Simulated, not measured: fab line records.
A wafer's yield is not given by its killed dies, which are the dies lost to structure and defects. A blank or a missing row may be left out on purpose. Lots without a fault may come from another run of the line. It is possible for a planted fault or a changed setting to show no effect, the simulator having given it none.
The tool behind it: which one? | flow berkeley-cmos170 | Sampling: 14 lots, 42 wafers, 6 of 331 route steps

## WHAT EACH GAUGE READ, for each wafer
UCB170_PVT_TW_MEAS_09. Usual: PVT_TW gives 508 (standard deviation 6.9).
lot  | measured     | on            | PVT_TW      | flag
L931 | day 6 22:56  | film-metro-02 | 499 504 501 |
L932 | day 6 23:38  | film-metro-02 | 501 501 500 |
L930 | day 6 23:46  | film-metro-03 | 514 514 515 |
L934 | day 7 02:31  | film-metro-03 | 515 513 516 |
L933 | day 7 02:47  | film-metro-03 | 518 514 517 |
L935 | day 8 02:47  | film-metro-02 | 499 500 502 |
L936 | day 8 02:55  | film-metro-01 | 516 514 514 |
L937 | day 8 03:03  | film-metro-02 | 499 501 500 |
L938 | day 8 03:13  | film-metro-02 | 499 498 500 |
L941 | day 8 09:31  | film-metro-01 | 520 512 519 |
L940 | day 8 09:49  | film-metro-02 | 500 501 500 |
L939 | day 8 09:54  | film-metro-03 | 519 514 516 |
L946 | day 9 15:53  | film-metro-01 | 512 512 512 |
L948 | day 10 12:06 | film-metro-02 | 504 504 503 |

UCB170_NLDD_CD_MEAS_06 targets a cd of 1200 nm. Usual: 1199.7 nm for cd-nm, sd 1.5.
lot  | measured     | on        | cd-nm (nm)           | flag
L931 | day 7 17:08  | cd-sem-01 | 1199.6 1199.3 1199.2 |
L932 | day 7 16:07  | cd-sem-01 | 1199.0 1199.7 1198.7 |
L930 | day 7 16:29  | cd-sem-02 | 1200.9 1198.8 1199.6 |
L934 | day 7 16:55  | cd-sem-01 | 1201.5 1201.2 1201.2 |
L933 | day 7 17:16  | cd-sem-01 | 1199.9 1198.8 1200.2 |
L935 | day 8 16:58  | cd-sem-01 | 1197.2 1198.6 1200.1 |
L936 | day 8 16:22  | cd-sem-01 | 1199.8 1200.2 1199.6 |
L937 | day 8 16:24  | cd-sem-02 | 1200.2 1199.5 1199.5 |
L938 | day 8 16:42  | cd-sem-02 | 1201.7 1203.1 1202.7 |
L941 | day 9 03:47  | cd-sem-01 | 1202.1 1200.4 1199.9 |
L940 | day 9 04:11  | cd-sem-01 | 1198.6 1198.3 1198.5 |
L939 | day 9 04:27  | cd-sem-01 | 1200.1 1200.2 1201.2 |
L946 | day 10 11:19 | cd-sem-01 | 1198.8 1198.1 1199.0 |
L948 | day 11 10:19 | cd-sem-01 | 1199.8 1199.0 1199.3 |

UCB170_M3_RS_MEAS_02: measurement is done with a four-point probe. Usual: M3_AL_RS gives 0.0323 ohm/sq (standard deviation 0.00034).
lot  | measured     | on            | M3_AL_RS (ohm/sq)                         | flag
L931 | day 9 08:43  | film-metro-01 | 0.0322 0.0324 0.0325                      |
L932 | day 9 08:23  | film-metro-04 | 0.0321 0.0324 0.0323                      |
L930 | day 9 08:56  | film-metro-03 | 0.0325 0.0320 0.0324                      |
L934 | day 9 08:27  | film-metro-01 | 0.0325 0.0322 0.0327                      |
L933 | day 9 06:33  | film-metro-01 | 0.0326 0.0323 0.0325                      |
L935 | day 10 05:06 | film-metro-03 | 0.0319 0.0322 0.0323                      |
L936 | day 10 02:21 | film-metro-01 | 0.0321 0.0323 0.0321                      |
L937 | day 10 04:01 | film-metro-04 | 0.0319 0.0328 0.0327                      |
L938 | day 10 04:33 | film-metro-04 | 0.0324 0.0326 0.0327                      |
L941 | day 10 13:11 | film-metro-04 | 0.0324 0.0326 0.0321                      |
L940 | day 10 13:24 | film-metro-03 | 0.0321 0.0322 0.0322                      |
L939 | day 10 13:30 | film-metro-01 | 0.0323 0.0327 0.0326                      |
L946 | day 11 22:43 | film-metro-04 | 0.0314 0.0420 0.0319 0.0314 0.0419 0.0318 | OFF
L948 | day 12 17:14 | film-metro-04 | 0.0320 0.0422 0.0425 0.0319 0.0423 0.0426 | OFF

UCB170_M3_THK_MEAS_03: measures by xrf. Usual: M3_AL_THK gives 909 nm (standard deviation 11).
lot  | measured     | on            | M3_AL_THK (nm)          | flag
L931 | day 9 08:49  | film-metro-01 | 911 902 899             |
L932 | day 9 08:29  | film-metro-04 | 920 908 906             |
L930 | day 9 09:01  | film-metro-03 | 914 929 915             |
L934 | day 9 08:34  | film-metro-01 | 897 908 894             |
L933 | day 9 06:40  | film-metro-01 | 896 901 897             |
L935 | day 10 05:12 | film-metro-03 | 922 913 913             |
L936 | day 10 02:28 | film-metro-01 | 903 908 908             |
L937 | day 10 04:08 | film-metro-04 | 912 889 894             |
L938 | day 10 04:39 | film-metro-04 | 900 901 889             |
L941 | day 10 13:19 | film-metro-04 | 896 897 904             |
L940 | day 10 13:31 | film-metro-03 | 917 918 913             |
L939 | day 10 13:37 | film-metro-01 | 904 896 903             |
L946 | day 12 01:12 | film-metro-04 | 936 700 914 927 704 920 | OFF
L948 | day 12 21:38 | film-metro-04 | 924 699 691 921 691 697 | OFF

## WHAT TOOL EACH LOT RAN ON (gives the tool, then ch and the chambers of the sampled wafers, and finally the start)
lot  | UCB170_PVT_STRIP_08                  | UCB170_M3_SPUTTER_01
L931 | plasma-asher-01 ch 0,1, day 6 22:50  | pvd-sputter-01, day 9 08:32
L932 | plasma-asher-02 ch 0,1, day 6 23:33  | pvd-sputter-04, day 9 08:16
L930 | plasma-asher-04 ch 0,1, day 6 23:40  | pvd-sputter-04, day 9 08:38
L934 | plasma-asher-04 ch 0,1, day 7 02:25  | pvd-sputter-03, day 9 08:22
L933 | plasma-asher-01 ch 0,1, day 7 02:41  | pvd-sputter-01, day 9 06:28
L935 | plasma-asher-04 ch 0,1, day 8 02:42  | pvd-sputter-04, day 10 04:59
L936 | plasma-asher-02 ch 0,1, day 8 02:49  | pvd-sputter-04, day 10 02:16
L937 | plasma-asher-04 ch 0,1, day 8 02:56  | pvd-sputter-01, day 10 03:55
L938 | plasma-asher-02 ch 0,1, day 8 03:08  | pvd-sputter-03, day 10 04:26
L941 | plasma-asher-04 ch 0,1, day 8 09:25  | pvd-sputter-01, day 10 13:06
L940 | plasma-asher-02 ch 0, day 8 09:42    | pvd-sputter-03, day 10 13:18
L939 | plasma-asher-01 ch 0,1, day 8 09:48  | pvd-sputter-04, day 10 13:25
L946 | plasma-asher-04 ch 0,1, day 9 15:47  | pvd-sputter-03, day 11 22:38
L948 | plasma-asher-01 ch 0,1, day 10 12:01 | pvd-sputter-03, day 12 17:07
- UCB170_PVT_STRIP_08: strips in O2.
- UCB170_M3_SPUTTER_01: material Al, target thk 900 nm, time 120 s.

## AS READ BY THE TOOLS THEMSELVES (means over the sampled wafers that have a number; for cases with no such wafer, the mark the record gives instead)
UCB170_PVT_STRIP_08. Usual: drypump-motor-current-A 5.7 A, standard deviation 0.52; oes-product-au 0.734 a.u., standard deviation 0.0046; strip-time-to-endpoint-s 21.77 s, standard deviation 0.055.
lot  | tool            | drypump-motor-current-A (A) | oes-product-au (a.u.) | strip-time-to-endpoint-s (s) | flag
L931 | plasma-asher-01 | 5.8                         | 0.735                 | 21.73                        |
L932 | plasma-asher-02 | 5.4                         | 0.730                 | 21.73                        |
L930 | plasma-asher-04 | 5.6                         | 0.735                 | 21.85                        |
L934 | plasma-asher-04 | 5.6                         | 0.733                 | 21.77                        |
L933 | plasma-asher-01 | 5.8                         | 0.736                 | 21.87                        |
L935 | plasma-asher-04 | 5.6                         | 0.734                 | 21.77                        |
L936 | plasma-asher-02 | 5.4                         | 0.732                 | 21.74                        |
L937 | plasma-asher-04 | 5.6                         | 0.739                 | 21.75                        |
L938 | plasma-asher-02 | 5.4                         | 0.735                 | 21.67                        |
L941 | plasma-asher-04 | 5.6                         | 0.736                 | 21.81                        |
L940 | plasma-asher-02 | 4.8                         | 0.732                 | 21.78                        |
L939 | plasma-asher-01 | 5.8                         | 0.734                 | 21.68                        |
L946 | plasma-asher-04 | 5.6                         | 0.733                 | 21.80                        |
L948 | plasma-asher-01 | 5.8                         | 0.741                 | 21.74                        |

UCB170_M3_SPUTTER_01. Usual: cathode-dc-power-W 6000.1 W, standard deviation 1.1; throttle-valve-pct 30.0 %, standard deviation 0.87.
lot  | tool           | cathode-dc-power-W (W) | throttle-valve-pct (%) | flag
L931 | pvd-sputter-01 | 6000.3                 | 30.1                   |
L932 | pvd-sputter-04 | 6000.0                 | 30.1                   |
L930 | pvd-sputter-04 | 6000.5                 | 30.6                   |
L934 | pvd-sputter-03 | 5999.7                 | 30.4                   |
L933 | pvd-sputter-01 | 6000.1                 | 29.8                   |
L935 | pvd-sputter-04 | 5999.7                 | 29.6                   |
L936 | pvd-sputter-04 | 6000.7                 | 30.1                   |
L937 | pvd-sputter-01 | 5999.1                 | 29.3                   |
L938 | pvd-sputter-03 | 6000.9                 | 28.9                   |
L941 | pvd-sputter-01 | 6000.3                 | 29.7                   |
L940 | pvd-sputter-03 | 5999.7                 | 30.2                   |
L939 | pvd-sputter-04 | 5999.7                 | 29.9                   |
L946 | pvd-sputter-03 | 5999.6                 | 29.9                   |
L948 | pvd-sputter-03 | 6000.7                 | 29.0                   |

## THE ANSWER, worked out from the rows above alone
Rule: take the mean of a lot's wafers that have a number; if it is more than 3 standard deviations from the usual mean, the lot is off. Also off: a lot with no number at a reading for which 4 or more lots have one. Any other lot the step has rows for is counted as sound. The gauges are gone through in route order, then the tools' own readings, and for those a lot's mean is taken as printed above. At the first step where some lot is off, the reading lying furthest off is the one used; lots without a number count as furthest.
Off: at UCB170_M3_RS_MEAS_02 (M3_AL_RS), L946, L948.
If a tool, at a process step before that reading, ran all the lots that are off and no sound lot after the first of them, it fits. Those tools and the gauges at UCB170_M3_RS_MEAS_02 are tried in the same way. Undecided on this evidence; 2 tools fit (pvd-sputter-03 at UCB170_M3_SPUTTER_01, film-metro-04 at UCB170_M3_RS_MEAS_02).

## WHAT HAD BEEN PUT IN BY THE SIMULATOR
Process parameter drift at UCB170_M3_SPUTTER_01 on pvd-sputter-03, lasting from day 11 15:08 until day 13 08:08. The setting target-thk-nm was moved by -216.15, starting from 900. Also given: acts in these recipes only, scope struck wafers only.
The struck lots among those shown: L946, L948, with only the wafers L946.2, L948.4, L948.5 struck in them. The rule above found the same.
